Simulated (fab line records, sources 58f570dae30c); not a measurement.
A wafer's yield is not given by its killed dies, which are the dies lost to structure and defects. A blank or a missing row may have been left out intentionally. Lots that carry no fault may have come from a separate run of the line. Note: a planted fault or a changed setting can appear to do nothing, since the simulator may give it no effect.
The same fault as seen by 2 desks	flow berkeley cmos170	only its own numbers are on each desk; what lay behind them is given at the end

== FROM THE METROLOGY DESK ==
Means of the sampled wafers that have a number, per lot and without regard to the tool the lot ran on: this is what the gauges read. The brackets show how far a lot's mean lies from the usual mean; more than 4 standard deviations puts the lot out of limits, marked OUT.
Columns: A = INCOMING_BOW at UCB170_START_BOW_MEAS_00, usual 0 um; B = NWELL_TW at UCB170_NWELL_TW_MEAS_16, usual 1245; C = PWELL_OVL at UCB170_PWELL_OVL_MEAS_13, usual 0 nm
lot	first seen here	A	B	C
L269	day 1 10:00	-6	1243	-5
L270	day 1 15:00	3	1249	11
L272	day 2 01:00	-6	1244	9
L274	day 2 11:01	-1	1247	-5
L275	day 2 16:01	-5	1262	-4
L276	day 2 21:00	0	1262	-1
L279	day 3 12:01	0	1199	5
L281	day 3 22:02	0	1214	5
L285	day 4 18:01	8	1245	0
L286	day 4 23:00	2	1225	-6
L287	day 5 04:02	-3	1221	-0
L288	day 5 09:01	1	1244	1
L289	day 5 14:00	3	1246	-6
L292	day 6 05:00	6	1227	13
Finding of this desk: none of the 14 lots has anything out of limits.

== DESK OF THE TOOL OWNER: implanter-04 ==
The tool's own readings at UCB170_NWELL_IMPLANT_14: means of the sampled wafers that have a number, for each lot that ran on this tool. The brackets show how far a lot's mean lies from the usual mean; more than 4 standard deviations puts the lot out of limits, marked OUT.
Columns: A = dose ions cm2 at UCB170_NWELL_IMPLANT_14, usual 9.999e+12; B = faraday current uA at UCB170_NWELL_IMPLANT_14, usual 31.6
lot	first seen here	A	B
L274	day 3 20:24	9.994e+12	31.9
L276	day 3 22:59	9.997e+12	32.5
L279	day 4 14:59	9.199e+12 (-86) OUT	29.0
L281	day 4 23:53	9.197e+12 (-86) OUT	29.6
This desk's verdict: out of limits on L279, L281, starting with L279 at day 4 14:59 (dose ions cm2 at UCB170_NWELL_IMPLANT_14). In limits: L274, L276.

== ALL TOGETHER ==
At day 4 14:59, on L279, L281, the tool owner's desk was in a position to raise an alarm.
From the metrology desk's view, nothing was out of limits.
The metrology desk holds a record of L279, L281, inside its limits.
The lots listed all ran UCB170_NWELL_IMPLANT_14 on implanter-04.

== WHAT WAS PUT IN BY THE SIMULATOR ==
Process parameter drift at UCB170_NWELL_IMPLANT_14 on implanter-04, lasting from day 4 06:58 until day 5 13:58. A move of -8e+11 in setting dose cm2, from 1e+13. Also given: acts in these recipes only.
Lots struck among those shown: L279, L281.
Hours from the fault's start to each desk's first reading out of limits: the tool owner's desk, 8.
